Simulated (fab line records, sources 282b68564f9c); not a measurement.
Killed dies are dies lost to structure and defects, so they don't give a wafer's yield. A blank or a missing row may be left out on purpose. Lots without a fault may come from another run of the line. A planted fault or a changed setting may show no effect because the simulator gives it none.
Which tool did it? | flow rit_cmos | 14 lots, 42 wafers sampled, at 2 steps of a route of 202

WHAT THE GAUGES READ, wafer by wafer
RIT_REOX_THK_MEAS_04. Usual: REOX_OXIDE_THK 25.0 nm, standard deviation 0.52.
lot  | measured    | on            | REOX_OXIDE_THK (nm) | flag
L990 | day 3 05:06 | film_metro-02 | 25.5 25.4 25.0      |
L991 | day 3 09:01 | film_metro-03 | 25.2 24.9 24.8      |
L992 | day 3 16:40 | film_metro-02 | 24.8 25.0 25.2      |
L993 | day 3 19:13 | film_metro-02 | 25.5 25.0 25.2      |
L994 | day 3 19:13 | film_metro-03 | 24.5 24.3 24.7      |
L995 | day 4 04:03 | film_metro-03 | 24.6 24.9 24.9      |
L996 | day 4 06:44 | film_metro-02 | 24.7 24.7 24.8      |
L101 | day 5 08:53 | film_metro-02 | 24.0 24.3 24.2      |
L102 | day 5 11:00 | film_metro-02 | 33.4 33.1 32.9      | OFF
L105 | day 6 04:30 | film_metro-03 | 32.3 32.7 33.0      | OFF
L108 | day 6 22:24 | film_metro-01 | 25.2 25.3 25.2      |
L109 | day 7 00:56 | film_metro-01 | 25.3 25.3 25.1      |
L112 | day 7 14:01 | film_metro-01 | 25.9 25.3 25.6      |
L113 | day 7 21:08 | film_metro-03 | 25.5 24.9 25.0      |

WHICH TOOL RAN EACH LOT (tool, then ch and the chambers of the sampled wafers, then the start)
lot  | RIT_REOX_OXIDATION_03
L990 | furnace-01 ch 0, day 3 02:32
L991 | furnace-04 ch 0, day 3 06:28
L992 | furnace-04 ch 0, day 3 14:07
L993 | furnace-04 ch 0, day 3 16:40
L994 | furnace-04 ch 0, day 3 16:40
L995 | furnace-03 ch 0, day 4 01:30
L996 | furnace-01 ch 0, day 4 04:11
L101 | furnace-03 ch 0, day 5 06:20
L102 | furnace-04 ch 0, day 5 08:27
L105 | furnace-04 ch 0, day 6 01:57
L108 | furnace-03 ch 0, day 6 19:50
L109 | furnace-03 ch 0, day 6 22:23
L112 | furnace-03 ch 0, day 7 11:26
L113 | furnace-03 ch 0, day 7 18:35
- RIT_REOX_OXIDATION_03: target thk 25.2 nm, ox time 5580 s.

WHAT THE TOOLS THEMSELVES READ (means of the sampled wafers that have a number; where no wafer has one, the mark that the record gives instead)
RIT_REOX_OXIDATION_03. Usual: zone_power_centre_pct 41 %, standard deviation 3.5.
lot  | tool       | zone_power_centre_pct (%) | flag
L990 | furnace-01 | 43                        |
L991 | furnace-04 | 37                        |
L992 | furnace-04 | 38                        |
L993 | furnace-04 | 38                        |
L994 | furnace-04 | 38                        |
L995 | furnace-03 | 44                        |
L996 | furnace-01 | 43                        |
L101 | furnace-03 | 45                        |
L102 | furnace-04 | 38                        |
L105 | furnace-04 | 37                        |
L108 | furnace-03 | 44                        |
L109 | furnace-03 | 45                        |
L112 | furnace-03 | 44                        |
L113 | furnace-03 | 45                        |

THE ANSWER, worked out from the rows above alone
Rule: a lot is off if the mean of its wafers that have a number lies more than 3 standard deviations from the usual mean. A lot without any number at a reading at which 4 lots or more have one is off too. The other lots that the step has rows for count as sound. The gauges are gone through in route order, then the tools' own readings, and for those a lot's mean is taken as printed above. The first step at which some lot is off is used, and at that step the reading that is off furthest; a lot without a number counts as furthest.
Off: L102, L105, at RIT_REOX_THK_MEAS_04 (REOX_OXIDE_THK).
A tool fits if, at a process step before that reading, it ran every lot that is off, and no sound lot after the first of them. The gauges at RIT_REOX_THK_MEAS_04 are tried like those tools. One fits: furnace-04 at RIT_REOX_OXIDATION_03. Its last sound lot is L993 (day 3 16:40), its first lot that is off L102 (day 5 08:27): a fault that began between those two fits.

WHAT THE SIMULATOR HAD PUT IN
Process parameter drift: furnace-04, from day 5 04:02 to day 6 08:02, at RIT_REOX_OXIDATION_03. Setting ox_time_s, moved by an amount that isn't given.
Lots struck among those shown: L102, L105. The rule above found the same.
